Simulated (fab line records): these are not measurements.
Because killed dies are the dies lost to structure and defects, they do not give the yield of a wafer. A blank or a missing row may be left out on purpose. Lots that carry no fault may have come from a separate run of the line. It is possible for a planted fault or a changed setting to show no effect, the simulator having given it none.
Shared-tool check + flow berkeley cmos170 + 15 lots, 45 wafers sampled

WHY THIS WAS OPENED
At UCB170_GATE_THK_MEAS_05 the reading GATE_POLY_THK is flagged on 3 of 15 lots. No-fault wafers: 214.4 nm, standard deviation 1.9.
Rule: a lot is flagged when every wafer of it that has a number lies more than 4 standard deviations from that mean, or none has a number. The rest of the lots are taken to be sound.

| lot  | measured     | on            | GATE_POLY_THK (nm), wafer by wafer | flag    |
|------|--------------|---------------|------------------------------------|---------|
| L802 | day 7 01:37  | film metro-04 | 214.0 210.6 211.9                  |         |
| L804 | day 7 12:16  | film metro-04 | 212.8 213.6 214.1                  |         |
| L806 | day 8 03:23  | film metro-01 | 218.0 216.6 217.1                  |         |
| L807 | day 8 03:23  | film metro-03 | 216.9 217.5 217.4                  |         |
| L805 | day 8 03:24  | film metro-04 | 215.1 214.1 216.0                  |         |
| L808 | day 8 11:58  | film metro-01 | 215.8 216.9 218.2                  |         |
| L813 | day 9 12:13  | film metro-01 | 214.1 212.2 212.1                  |         |
| L812 | day 9 12:13  | film metro-04 | 214.6 214.6 216.8                  |         |
| L814 | day 9 20:29  | film metro-01 | 212.0 211.4 212.4                  |         |
| L816 | day 9 20:29  | film metro-04 | 215.0 214.4 215.1                  |         |
| L815 | day 10 11:46 | film metro-04 | 187.6 185.5 187.3                  | FLAGGED |
| L817 | day 10 11:47 | film metro-01 | 184.0 186.4 185.5                  | FLAGGED |
| L818 | day 10 11:47 | film metro-03 | 184.8 185.6 184.7                  | FLAGGED |
| L821 | day 10 22:23 | film metro-04 | 213.6 215.5 215.3                  |         |
| L822 | day 11 04:46 | film metro-03 | 214.3 216.6 215.3                  |         |
The numbers of the flagged lots are 185.7 nm on average: -28.7 nm against the usual, or -15 standard deviations.

WHICH TOOL EACH LOT WENT THROUGH
The record keeps 1 process step preceding the reading, out of 331 steps on the route. Every cell lists first the tool, next ch and the chambers used by the sampled wafers, and last the start.
| lot  | flag    | UCB170_GATE_CVD_04          |
|------|---------|-----------------------------|
| L802 |         | lpcvd-01 ch 0, day 7 00:13  |
| L804 |         | lpcvd-01 ch 1, day 7 10:52  |
| L806 |         | lpcvd-02 ch 0, day 8 01:59  |
| L807 |         | lpcvd-02 ch 1, day 8 01:59  |
| L805 |         | lpcvd-02 ch 0, day 8 01:59  |
| L808 |         | lpcvd-01 ch 0, day 8 10:34  |
| L813 |         | lpcvd-01 ch 1, day 9 10:49  |
| L812 |         | lpcvd-01 ch 0, day 9 10:49  |
| L814 |         | lpcvd-01 ch 1, day 9 18:23  |
| L816 |         | lpcvd-01 ch 1, day 9 18:23  |
| L815 | FLAGGED | lpcvd-01 ch 0, day 10 10:19 |
| L817 | FLAGGED | lpcvd-01 ch 1, day 10 10:19 |
| L818 | FLAGGED | lpcvd-01 ch 0, day 10 10:19 |
| L821 |         | lpcvd-02 ch 1, day 10 20:56 |
| L822 |         | lpcvd-02 ch 1, day 11 03:16 |
What these steps do:
- UCB170_GATE_CVD_04: deposits poly-Si from SiH4, time 1440 s, target thk 214 nm.
- UCB170_GATE_THK_MEAS_05

FLAGGED AGAINST TOTAL, ONE TOOL AT A TIME (gauges that did the reading follow at the end)
| step                    | tool          | lots run | flagged | share of the flagged lots | sound lots run after its first flagged lot |
|-------------------------|---------------|----------|---------|---------------------------|--------------------------------------------|
| UCB170_GATE_CVD_04      | lpcvd-01      | 10       | 3       | all                       | 0                                          |
| UCB170_GATE_CVD_04      | lpcvd-02      | 5        | 0       | none                      | -                                          |
| UCB170_GATE_THK_MEAS_05 | film metro-01 | 5        | 1       | some                      | 0                                          |
| UCB170_GATE_THK_MEAS_05 | film metro-03 | 3        | 1       | some                      | 1 (L822)                                   |
| UCB170_GATE_THK_MEAS_05 | film metro-04 | 7        | 1       | some                      | 1 (L821)                                   |

THE TABLE: WHAT IT ALLOWS
Rows of the table that ran each flagged lot: 1, that is lpcvd-01 at UCB170_GATE_CVD_04.
- lpcvd-01 at UCB170_GATE_CVD_04: 3 of its 10 lots flagged. A fault beginning between L814 (day 9 18:23), its last sound lot, and L815 (day 10 10:19), its first flagged one, fits the data.
What remains is a single tool, lpcvd-01 at UCB170_GATE_CVD_04.

WHAT HAD BEEN PUT IN BY THE SIMULATOR
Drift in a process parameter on lpcvd-01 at UCB170_GATE_CVD_04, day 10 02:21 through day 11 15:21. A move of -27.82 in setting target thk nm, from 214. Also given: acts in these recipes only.
Lots struck among those shown: L815, L817, L818. This agrees with what the rule above found.
